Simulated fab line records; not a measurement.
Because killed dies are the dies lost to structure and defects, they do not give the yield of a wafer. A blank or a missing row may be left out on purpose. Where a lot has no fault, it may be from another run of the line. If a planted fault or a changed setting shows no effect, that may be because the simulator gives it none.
Problem report in the 8D (eight disciplines) form, filled by code -- flow berkeleyCmos170 -- the parts of the form that need people (team, actions taken, sign-off) are left out

== 1. THE ISSUE ==
Across 6 wafers from 2 lots, PFIELD_TW at UCB170_PFIELD_TW_MEAS_09 averages 652, while fault-free wafers read 597 with a standard deviation of 6. That puts it +9.1 standard deviations away from the usual mean.
The first sign was on wafer L646.1 at day 8 18:59, on filmMetro-02. At this step, 42 wafers from 14 lots have a number in the record. Rule for "out" (also "out of limits"): further than 4 standard deviations from the usual mean. Any other wafer with a number is counted as sound.

== 2. WHAT IT IS; WHAT IT IS NOT ==
question,is,is not
which readings at this step,PFIELD_TW,-
which lots,"L646, L648","L628, L629, L632, L633, L636, L637, L639, L640, L642, L644, L647, L651"
which wafers of those lots,all that have a number,-
read on which gauges,filmMetro-02,"filmMetro-01, filmMetro-03"
when,from day 8 18:59,"up to then (27 sound wafers); but 9 sound wafers of L644, L647, L651 came after"

== 3. WHAT RULES OUT EACH SUSPECT ==
Counting: a tool at any process step up to the reading remains a suspect when it ran all the lots that are out and ran no sound lot after the first of those.
- the gauge at UCB170_PFIELD_TW_MEAS_09: ruled out. All the wafers that are out were read on filmMetro-02, but those of them that UCB170_PFIELD_IMPLANT_07 has rows for are out there too, on other tools.
- implanter-03 at UCB170_PFIELD_IMPLANT_07: kept. Every lot that is out went through it, starting with L646 (day 8 18:44), and after that it ran no sound lot; the last sound lot it ran before then is L642 (day 7 21:13). On those wafers its own readings are out: doseIonsCm2, faradayCurrentUA.
The count leaves implanter-03 at UCB170_PFIELD_IMPLANT_07.

== 4. THE CAUSE (what the simulator had put in) ==
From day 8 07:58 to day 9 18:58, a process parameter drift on implanter-03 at UCB170_PFIELD_IMPLANT_07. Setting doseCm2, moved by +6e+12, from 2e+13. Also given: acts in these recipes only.
After counting, this tool was the only one left.

== 5. THE EFFECT CHAIN, in route order ==
Each row: a reading where the mean over the struck wafers with a number is more than 3 standard deviations away from the usual. Readings are gone through only where the record gives a usual standard deviation; hours: the median, over the lots, of the time from a lot's start at the first step in this table giving one to that lot's start at this step; sigmas: the change measured in usual standard deviations.
hours,step,reading,usual,on struck wafers,change,sigmas
0,UCB170_PFIELD_IMPLANT_07,doseIonsCm2,2.0002e+13,2.6007e+13,+6.0053e+12,+99 or more
0,UCB170_PFIELD_IMPLANT_07,faradayCurrentUA,63.4,83.4,+20.0,+14
0,UCB170_PFIELD_TW_MEAS_09,PFIELD_TW,597,652,+55,+9.1
Here are the process steps it includes:
- UCB170_PFIELD_IMPLANT_07
Later steps that measure or inspect, where all struck wafers having a row at the step show a number for every such reading and not one has moved that far: UCB170_NLDD_TW_MEAS_11.

== 6. HOW IT WOULD HAVE BEEN CAUGHT EARLIER ==
Counted from the fault's start at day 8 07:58, it took 11 hours until the first out-of-limits reading at a measuring or inspecting step in this record, taken at day 8 18:59.
The tool's own readings at UCB170_PFIELD_IMPLANT_07 were out on every struck wafer that the step has a row for (doseIonsCm2, faradayCurrentUA): an alarm limit on them would have fired on the first of those.
Among the 2 lots that are out, L648 began UCB170_PFIELD_IMPLANT_07 on implanter-03 after day 8 18:59. A tool hold placed at that time would have kept it from harm.
